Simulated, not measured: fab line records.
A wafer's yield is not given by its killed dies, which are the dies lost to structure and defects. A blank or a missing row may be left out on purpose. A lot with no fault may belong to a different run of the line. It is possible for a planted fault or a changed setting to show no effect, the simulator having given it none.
8D (eight disciplines) problem report, filled in by code / flow berkeleyCmos170 / the parts of the form that need people (team, actions taken, sign-off) are left out

== 1. WHAT IS WRONG ==
Mean of doseIonsCm2 at UCB170_PFIELD_IMPLANT_07: 2e+13 across 6 wafers in 2 lots; on wafers with no fault it is 2e+13 (standard deviation 2.2e+10). That puts it -54 standard deviations away from the usual mean.
The first sign was on wafer L593.4 at day 7 14:34, on implanter-03. Wafers with a number at this step in the record: 42, from 14 lots. The rule behind "out" and "out of limits": a value lying over 4 standard deviations away from the usual mean. All remaining wafers that have a number are taken as sound.

== 2. WHAT THIS IS AND IS NOT ==
question=which readings at this step | is=doseIonsCm2 | is not=-
question=which lots | is=L593, L597 | is not=L582, L583, L584, L585, L586, L587, L589, L592, L595, L596, L602, L603
question=which wafers of those lots | is=all that have a number | is not=-
question=read on which tools | is=implanter-03 | is not=implanter-02, implanter-04
question=when | is=from day 7 14:34 | is not=up to then (24 sound wafers); but 12 sound wafers of L595, L596, L602, L603 came after

== 3. SUSPECTS, AND WHAT RULES EACH OUT ==
Counting: a tool at a process step up to the reading stays a suspect if it ran every lot that is out and no sound lot after the first of them.
- implanter-03 at UCB170_PFIELD_IMPLANT_07: kept. It processed each lot that is out, first L593 at day 7 14:34, and no sound lot thereafter; up to then, the last sound lot it processed was L587 at day 6 07:36. Out on those wafers are its own readings of doseIonsCm2.
The count leaves implanter-03 at UCB170_PFIELD_IMPLANT_07.

== 4. THE CAUSE (what the simulator had put in) ==
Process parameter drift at UCB170_PFIELD_IMPLANT_07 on implanter-03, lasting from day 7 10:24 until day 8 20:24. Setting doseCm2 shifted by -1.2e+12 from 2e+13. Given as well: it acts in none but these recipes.
This tool alone remained once counting was done.

== 5. THE EFFECT CHAIN, in route order ==
Rows list readings where the struck wafers' mean (over those with a number) sits beyond 3 standard deviations from the usual. Only readings whose record carries a usual standard deviation are examined. hours: median over the lots of the time between each lot's start at the first step of this table that gives one and its start at this step. sigmas: the change, counted in usual standard deviations.
hours=0; step=UCB170_PFIELD_IMPLANT_07; reading=doseIonsCm2; usual=2e+13; on struck wafers=2e+13; change=-1e+12; sigmas=-54
Process steps it contains:
- UCB170_PFIELD_IMPLANT_07
Later measuring or inspecting steps at which every struck wafer that the step has a row for has a number for every such reading, and none has moved that far: UCB170_PFIELD_TW_MEAS_09, UCB170_FIELD_THK_MEAS_02.

== 6. WHAT WOULD HAVE CAUGHT IT SOONER ==
First out-of-limits reading in this record: day 7 14:34, which is 4 hours after fault onset at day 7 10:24.
